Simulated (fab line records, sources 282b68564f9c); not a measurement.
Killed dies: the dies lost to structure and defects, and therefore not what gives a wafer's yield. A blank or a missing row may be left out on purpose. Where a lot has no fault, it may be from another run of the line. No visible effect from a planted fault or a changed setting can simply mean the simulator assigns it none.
A lot that was struck, set against a sound lot + flow rit_cmos + 18 steps out of a route of 202
Sound: these wafers, L163.3, L163.4, L163.6. The struck wafers were L171.1, L171.5, L171.6. The cause is named last.
Order at every step that has rows: each side's tool, ch and its chambers, its first start. Under that, the readings that differ: sound wafers + struck wafers + difference of the means + sigmas: that difference in standard deviations of wafers without a fault.
alike: a reading whose means differ by less than 2 such deviations, as well as words and numbers matching on both sides. not compared: withheld readings; readings where some wafer has no value; bounds like >300 that might hide an equal value; numbers whose values overlap and for which the record gives no deviation.
The two part at a step that has a row with sigmas, a row that says differs or no value, or rows on one side only. Numbers that don't overlap but have no deviation are shown without sigmas and don't part them. A reading that every wafer of one side lacks parts them only if that side has two wafers or more.

first, 2 steps without rows for these wafers: RIT_NWELL_HARDBAKE_07 (time 120 s); RIT_NWELL_IMPLANT_08.
RIT_NWELL_STRIP_09: strips in O2, time 180 s.
  sound on plasma_asher-02 ch 0,1, day 3 13:26; struck on plasma_asher-03 ch 0,1, day 5 04:44
  alike: drypump_motor_current_A
  not compared: rf_hours_counter_h
RIT_NWELL_TW_MEAS_10:
  struck on film_metro-04, day 5 04:54; sound on film_metro-04, day 3 13:35
  alike: NWELL_TW
then, 6 steps without rows for these wafers: RIT_PWELL_HMDS_00 (prime time 60 s); RIT_PWELL_COAT_01 (resist thk 1300 nm); RIT_PWELL_SOFTBAKE_02 (time 60 s); RIT_PWELL_EXPOSE_03 (exposes mask M3, target cd 43700 nm); RIT_PWELL_PEB_04; RIT_PWELL_DEVELOP_05 (develop time 68 s).
RIT_PWELL_OVL_MEAS_06:
  struck on overlay-02, day 5 05:56; sound on overlay-02, day 3 14:42
  alike: PWELL_OVL
then, 1 step without rows for these wafers: RIT_PWELL_HARDBAKE_07 (time 120 s).
RIT_PWELL_IMPLANT_08:
  sound on implanter-04 ch 0, day 3 15:01; struck on implanter-03 ch 0, day 5 06:14
| reading            | sound            | struck         | difference | sigmas |
|--------------------|------------------|----------------|------------|--------|
| beam_on_s (s)      | 10.08 9.90 10.02 | 8.88 8.58 8.83 | -1.24      | -7     |
| faraday_current_uA | 220 224 220      | 249 258 251    | +31        | +7     |
RIT_PWELL_STRIP_09: strips in O2, time 180 s.
  sound on plasma_asher-01 ch 0,1, day 3 15:11; struck on plasma_asher-01 ch 0,1, day 5 06:23
  alike: drypump_motor_current_A
  not compared: rf_hours_counter_h
RIT_PWELL_TW_MEAS_10:
  struck on film_metro-02, day 5 06:47; sound on film_metro-03, day 3 15:19
| reading  | sound       | struck      | difference | sigmas |
|----------|-------------|-------------|------------|--------|
| PWELL_TW | 960 962 966 | 927 923 931 | -36        | -7     |
  not compared: hold
RIT_WELLDRIVE_RS_MEAS_01: uses a four-point probe to measure.
  struck on film_metro-03, day 5 15:23; sound on film_metro-03, day 3 21:13
  alike: NWELL_RS
RIT_WELLDRIVE_RS_MEAS_02: uses a four-point probe to measure.
  struck on film_metro-03, day 5 15:47; sound on film_metro-03, day 3 21:20
| reading           | sound             | struck            | difference | sigmas |
|-------------------|-------------------|-------------------|------------|--------|
| PWELL_RS (ohm/sq) | 431.5 431.5 430.1 | 461.3 461.2 461.2 | +30.2      | +27    |
  not compared: hold
RIT_M1_PROBE_99:
  struck on prober-02, day 7 01:58; sound on prober-02, day 5 02:17
  alike: killed_at_front_end, killed_dies, killed_open, killed_short

== WHERE THEY PART ==
At RIT_PWELL_IMPLANT_08 first; at RIT_WELLDRIVE_RS_MEAS_02 last (within this record only). Later steps at which nothing parts them and some readings are alike: RIT_M1_PROBE_99.

WHY: whatever the simulator had introduced
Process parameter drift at RIT_PWELL_IMPLANT_08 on implanter-03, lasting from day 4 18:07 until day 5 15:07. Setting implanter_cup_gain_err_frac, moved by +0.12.
